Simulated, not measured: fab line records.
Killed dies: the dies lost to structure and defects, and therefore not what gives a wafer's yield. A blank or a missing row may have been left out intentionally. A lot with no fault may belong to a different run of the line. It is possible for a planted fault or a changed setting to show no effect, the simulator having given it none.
fab line records ; flow rit_cmos
[record] lots = 12; wafers = 36; last_day = 7
route steps=202 shown CONTACT@173
lots that met no fault: from a run of the same line without faults
start_h: hours from the record's first day to the start of the lot's first wafer shown ; wait_h: hours from the lot's prior step to this one ; " unchanged from the row above ; L1.1+2: a single row standing in for several wafers ; - no value present, or no start provided ; * or withheld: withheld ; < > ~ a bound
route shown NAME@n: names a module that has steps shown in the file, with the first one's number in the route ; usual: mean/standard deviation taken from wafers without a fault ; same: alike in all rows ; chamber/n: place in a boat ; sites: readings site by site ; _std_site: their standard deviation ; _edge_site: inner sites' mean taken away from outer sites' mean ; radius_mm: for every site, how far away it sits from the centre of the wafer ; mask NAME#n: copy n ; behind: the tool/chamber that last shaped the wafer ; hold: why the lot was held/for how many hours/how that ended ; device: transistor that didn't switch, given as n, p or np ; end of line: tests of these same wafers at the route's end ; a step with no rows: only its recipe ; killed: at the first sort, the dies lost to defects and structure; wafer yield is something else ; map: the dies of a wafer, with x for killed, . for not killed, _ for no die there
set.NAME: the setting as run; set.NAME@STEP: as run at that earlier step ; model.NAME: the simulator's own value behind a step, which no gauge read
a sample of lots followed through the steps of the route, with each step as a table and each wafer as a row
services: a tool's chamber out of use, with start hour (start_h, from the record's first day; less than 0 if before it), hours out, and reason
[[steps]]
[step RIT_CONTACT_EXPOSE_05]
[recipe] mask_id = M11; na = 0.6; source_shape = conventional; sigma_outer = 0.5; target_cd_nm = 1000; dose_mj = 247.5
[usual] exposure_dose_mJ_cm2 = 249.95/0.22
lot.wafer;tool;chamber;start_h;wait_h;mask;exposure_dose_mJ_cm2
L245.3;iline_stepper-01;0;56.45;0.1;M11#0;250.09
L245.4;iline_stepper-01;0;56.45;0.1;M11#0;249.92
L245.6;iline_stepper-01;0;56.45;0.1;M11#0;250.04
L246.2;iline_stepper-02;0;60.80;0.2;M11#0;249.79
L246.3;iline_stepper-02;0;60.80;0.2;M11#0;249.87
L246.6;iline_stepper-02;0;60.80;0.2;M11#0;249.86
L247.1;iline_stepper-01;0;67.44;0.2;M11#0;250.27
L247.4;iline_stepper-01;0;67.44;0.2;M11#0;250.04
L247.6;iline_stepper-01;0;67.44;0.2;M11#0;250.16
L248.2;iline_stepper-01;0;75.06;0.1;M11#0;250.29
L248.4;iline_stepper-01;0;75.06;0.1;M11#0;249.89
L248.6;iline_stepper-01;0;75.06;0.1;M11#0;250.20
L249.4;iline_stepper-01;0;84.72;0.1;M11#0;249.85
L249.5;iline_stepper-01;0;84.72;0.1;M11#0;250.25
L249.6;iline_stepper-01;0;84.72;0.1;M11#0;249.86
L251.1;iline_stepper-01;0;86.44;0.1;M11#0;250.15
L251.4;iline_stepper-01;0;86.44;0.1;M11#0;250.20
L251.6;iline_stepper-01;0;86.44;0.1;M11#0;249.74
L255.2;iline_stepper-01;0;106.62;0.1;M11#0;250.22
L255.3;iline_stepper-01;0;106.62;0.1;M11#0;250.18
L255.5;iline_stepper-01;0;106.62;0.1;M11#0;250.56
L259.4;iline_stepper-01;0;126.07;0.2;M11#0;246.99
L259.5;iline_stepper-01;0;126.07;0.2;M11#0;246.52
L259.6;iline_stepper-01;0;126.07;0.2;M11#0;246.78
L261.1;iline_stepper-02;0;133.16;0.2;M11#0;249.83
L261.2;iline_stepper-02;0;133.16;0.2;M11#0;250.04
L261.5;iline_stepper-02;0;133.16;0.2;M11#0;249.50
L263.1;iline_stepper-02;0;147.92;0.2;M11#0;249.63
L263.4;iline_stepper-02;0;147.92;0.2;M11#0;249.66
L263.6;iline_stepper-02;0;147.92;0.2;M11#0;249.98
L264.2;iline_stepper-02;0;150.92;0.1;M11#0;249.87
L264.3;iline_stepper-02;0;150.92;0.1;M11#0;249.71
L264.6;iline_stepper-02;0;150.92;0.1;M11#0;249.50
L267.1;iline_stepper-02;0;167.06;0.2;M11#0;249.47
L267.3;iline_stepper-02;0;167.06;0.2;M11#0;249.91
L267.4;iline_stepper-02;0;167.06;0.2;M11#0;250.25
[step RIT_CONTACT_CD_MEAS_08]
[recipe] target_cd_nm = 1000
[usual] cd_nm = 999.8/2.7
lot.wafer;tool;chamber;start_h;wait_h;cd_nm
L245.3;cd_sem-02;-;57.13;-;997.6
L245.4;cd_sem-02;-;57.13;-;997.7
L245.6;cd_sem-02;-;57.13;-;998.0
L246.2;cd_sem-02;-;61.32;-;998.3
L246.3;cd_sem-02;-;61.32;-;998.8
L246.6;cd_sem-02;-;61.32;-;999.4
L247.1;cd_sem-02;-;68.00;-;1003.1
L247.4;cd_sem-02;-;68.00;-;1001.7
L247.6;cd_sem-02;-;68.00;-;1002.4
L248.2;cd_sem-02;-;75.58;-;1000.4
L248.4;cd_sem-02;-;75.58;-;1002.6
L248.6;cd_sem-02;-;75.58;-;1002.0
L249.4;cd_sem-01;-;85.24;-;1001.9
L249.5;cd_sem-01;-;85.24;-;1001.2
L249.6;cd_sem-01;-;85.24;-;1003.2
L251.1;cd_sem-02;-;86.96;-;1000.4
L251.4;cd_sem-02;-;86.96;-;1002.5
L251.6;cd_sem-02;-;86.96;-;1000.7
L255.2;cd_sem-01;-;107.26;-;1006.3
L255.3;cd_sem-01;-;107.26;-;1008.1
L255.5;cd_sem-01;-;107.26;-;1005.2
L259.4;cd_sem-01;-;126.62;-;1010.8
L259.5;cd_sem-01;-;126.62;-;1016.7
L259.6;cd_sem-01;-;126.62;-;1011.7
L261.1;cd_sem-02;-;133.69;-;996.9
L261.2;cd_sem-02;-;133.69;-;997.8
L261.5;cd_sem-02;-;133.69;-;999.5
L263.1;cd_sem-01;-;148.44;-;998.7
L263.4;cd_sem-01;-;148.44;-;1000.7
L263.6;cd_sem-01;-;148.44;-;1000.7
L264.2;cd_sem-02;-;151.44;-;996.2
L264.3;cd_sem-02;-;151.44;-;997.3
L264.6;cd_sem-02;-;151.44;-;1000.1
L267.1;cd_sem-02;-;167.58;-;997.1
L267.3;cd_sem-02;-;167.58;-;998.2
L267.4;cd_sem-02;-;167.58;-;998.2
[[services]]
tool;chamber;start_h;hours;kind
iline_stepper-01;-;40.79;1.7;pm
iline_stepper-02;-;69.05;0.9;repair
iline_stepper-02;-;153.86;10.1;repair
[[key]]
[first_sign] step = RIT_CONTACT_EXPOSE_05; reading = exposure_dose_mJ_cm2; direction = down; sigmas = 14; usual = 249.95; struck = 246.77
[effect] step = RIT_CONTACT_CD_MEAS_08; reading = cd_nm; direction = up; sigmas = 5; usual = 999.8; struck = 1013.1; through = control_loop
met_at RIT_CONTACT_EXPOSE_05
struck_lots L259
tester_left_out L259
[loop_trim] step = RIT_CONTACT_EXPOSE_05; setting = dose; lots = L259
onset_between 106.62 126.07
[fault] kind = process_parameter_drift; tool = iline_stepper-01; chamber = -; onset_h = 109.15; steps = RIT_CONTACT_EXPOSE_05; channel = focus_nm; offset = 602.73; spread_by_wafer = 0.3; shape = step; end_h = 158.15
// tester_left_out: of these lots the tester's yield and bins aren't shown, on N5 and GAA mostly nor the transistor test; their killed dies are dies lost to structure and defects alone, not to doping, threshold or leakage, so they don't give the yield
// loop_trim: a control loop set the setting to another value than it would have without faults
